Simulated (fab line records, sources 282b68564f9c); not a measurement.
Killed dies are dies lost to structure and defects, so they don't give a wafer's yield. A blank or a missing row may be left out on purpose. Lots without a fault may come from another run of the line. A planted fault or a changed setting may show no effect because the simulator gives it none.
Problem report in the 8D (eight disciplines) form, filled by code | flow rit_cmos | the parts of the form that need people (team, actions taken, sign-off) are left out

1. THE PROBLEM
rf_fwd_power_W at RIT_SPACER_ETCHBACK_05 reads a mean of 210.5 W on 1 wafer of 1 lot; wafers without a fault read 249.5 W with a standard deviation of 0.81. That is -48 standard deviations from the usual mean.
The step: etches Si3N4 in SF6/CHF3, stops on SiO2, target depth 250 nm, time 240 s.
First seen on wafer L422.4, day 5 11:22, on rie_diel-02. The record holds 15 wafers of 5 lots with a number at this step. Rule for "out", or "out of limits": more than 4 standard deviations from the usual mean. The other wafers with a number count as sound.

2. WHAT IT IS AND WHAT IT IS NOT
question                    | is               | is not
which readings at this step | rf_fwd_power_W   | drypump_motor_current_A, oes_product_au, throttle_valve_pct
which lots                  | L422             | L410, L411, L425, L426
which wafers of those lots  | L422.4           | L422.1, L422.6
read on which tools         | rie_diel-02      | rie_diel-03, rie_diel-04
when                        | from day 5 11:22 | up to then (8 sound wafers); but 6 sound wafers of L425, L426 came after

3. SUSPECTS, AND WHAT RULES EACH OUT
Counting: a tool at a process step up to the reading stays a suspect if it ran every lot that is out. Sound lots after the first of them don't rule it out here, since some wafers of a struck lot are sound.
- plasma_asher-03 at RIT_PLDD_STRIP_09 (strips in O2, time 180 s): kept. It ran the lot that is out, L422 (day 5 08:34).
- rie_diel-02 at RIT_SPACER_ETCHBACK_05 (etches Si3N4 in SF6/CHF3, stops on SiO2, target depth 250 nm, time 240 s): kept. It ran the lot that is out, L422 (day 5 11:22); its last sound lot up to then is L410 (day 3 04:14). Its own readings are out on those wafers: rf_fwd_power_W.
- Within plasma_asher-03 at RIT_PLDD_STRIP_09: the wafers that are out ran in chamber 1; their sound lot-mates ran in chamber 0.
- Within rie_diel-02 at RIT_SPACER_ETCHBACK_05: the wafers that are out ran in chamber 3; their sound lot-mates ran in chambers 0, 1.
Left after counting: plasma_asher-03 at RIT_PLDD_STRIP_09, rie_diel-02 at RIT_SPACER_ETCHBACK_05.

4. THE CAUSE (what the simulator had put in)
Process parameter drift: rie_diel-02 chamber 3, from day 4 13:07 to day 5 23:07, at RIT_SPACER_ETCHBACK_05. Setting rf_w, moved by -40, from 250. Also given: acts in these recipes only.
Counting left 2 suspects, and this tool is among them.

5. THE CHAIN OF EFFECTS, in route order
Each row: a reading whose mean over the struck wafers that have a number lies more than 3 standard deviations from the usual. Only readings for which the record gives a usual standard deviation are gone through. hours: the time from each lot's start at the first step in this table that gives one to its start at this step, as a median over the lots. sigmas: the change in usual standard deviations.
hours | step                   | reading        | usual   | on struck wafers | change | sigmas
0     | RIT_SPACER_ETCHBACK_05 | rf_fwd_power_W | 249.5 W | 210.5            | -39.0  | -48
The process steps in it:
- RIT_SPACER_ETCHBACK_05: etches Si3N4 in SF6/CHF3, stops on SiO2, target depth 250 nm, time 240 s.
Later measuring or inspecting steps at which every struck wafer that the step has a row for has a number for every such reading, and none has moved that far: RIT_NSD_OVL_MEAS_06, RIT_NSD_TW_MEAS_10, RIT_PSD_OVL_MEAS_06, RIT_PSD_TW_MEAS_10, RIT_SDANNEAL_RS_MEAS_04, RIT_SDANNEAL_RS_MEAS_05, RIT_SDANNEAL_RS_MEAS_06.

6. WHAT WOULD HAVE CAUGHT IT SOONER
In this record the first reading out of limits was taken at day 5 11:22, 22 hours after the fault began at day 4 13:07.
